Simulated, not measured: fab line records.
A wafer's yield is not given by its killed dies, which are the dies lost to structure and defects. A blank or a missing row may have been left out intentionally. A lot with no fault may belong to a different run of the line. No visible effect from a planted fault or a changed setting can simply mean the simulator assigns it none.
Split-lot experiment    flow berkeley cmos170    5 lots, 23 wafers read, on a route of 331 steps

THE SPLIT
At UCB170_NWELL_IMPLANT_14, the setting energy kev was moved away from the recipe's 150 on 6 of the 23 wafers read, by -3.1% to +3.4%. This setting was run at the recipe's value on the other wafers.

Reading taken at the split's own step.

THE READING
implant.drp nm (the simulator's own value, which no gauge read), in nm, at UCB170_NWELL_IMPLANT_14. There is no usual value for it anywhere in the file.

wafer   tool, chamber at the split  energy kev as run  against the recipe  implant.drp nm, nm  against lot-mates on the recipe
L074.1  implanter-01, 0             155.1              +3.4%               64.32               +1.60
L074.2  implanter-01, 0             155.1              +3.4%               64.32               +1.60
L074.3  implanter-01, 0             150                recipe              62.72               -
L074.4  implanter-01, 0             150                recipe              62.72               -
L074.6  implanter-01, 0             150                recipe              62.72               -
L075.1  implanter-04, 0             150                recipe              62.72               -
L075.3  implanter-04, 0             150                recipe              62.72               -
L075.4  implanter-04, 0             150                recipe              62.72               -
L075.5  implanter-04, 0             146.8              -2.1%               61.68               -1.04
L075.6  implanter-04, 0             146.8              -2.1%               61.68               -1.04
L077.1  implanter-04, 0             150                recipe              62.72               -
L077.2  implanter-04, 0             150                recipe              62.72               -
L077.6  implanter-04, 0             150                recipe              62.72               -
L077.3  implanter-04, 0             145.4              -3.1%               61.22               -1.50
L077.4  implanter-04, 0             145.4              -3.1%               61.22               -1.50
L079.2  implanter-01, 0             150                recipe              62.72               -
L079.3  implanter-01, 0             150                recipe              62.72               -
L079.4  implanter-01, 0             150                recipe              62.72               -
L079.5  implanter-01, 0             150                recipe              62.72               -
L079.6  implanter-01, 0             150                recipe              62.72               -
L081.3  implanter-02, 0             150                recipe              62.72               -
L081.4  implanter-02, 0             150                recipe              62.72               -
L081.6  implanter-02, 0             150                recipe              62.72               -

FIT RESULTS
A straight line over all 23 wafers: implant.drp nm changes by +0.48 nm for each +1% of energy kev; r = +1.00; the points scatter about the line by 0.012 nm.
The same after taking each lot's own level away (the mean of its wafers on the recipe; 23 wafers): +0.48 nm for each +1%; r = +1.00; scatter 0.012 nm.
The reading moves by 1.6 nm for the largest change in energy kev, on that fit.
The lots' own levels span 62.720 to 62.720 nm.
The two slopes are in agreement: the lot-to-lot level therefore moves the slope only a little.
Check: for one of the wafers moved furthest among these (+3.4%), held out of the fit, the line's prediction against its lot-mates is +1.64 nm. It came out at +1.6 nm against them.

FURTHER SPLITS ON THESE WAFERS
Other splits were also applied to these wafers ahead of the reading. Each is held against what the fit with the lots' levels taken away leaves over:
other split on the same wafers      wafers away from the commonest value  r with implant.drp nm (lot level and that fit taken away)
UCB170_NWELL_COAT_07 resist thk nm  7                                     -0.03

THE WHOLE CHAIN: every reading that the file lists as answering this split, in the file's order
step                     what it does  reading                                                          change (the file's fit)                r (the file's)
UCB170_NWELL_IMPLANT_14                implant.rp nm (the simulator's own value, which no gauge read)   +1.96 nm for each +1% of the setting   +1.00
UCB170_NWELL_IMPLANT_14                implant.drp nm (the simulator's own value, which no gauge read)  +0.481 nm for each +1% of the setting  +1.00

THE FILE'S OWN FIT
implant.drp nm changes by +0.481 nm for each +1% of energy kev, r = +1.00.
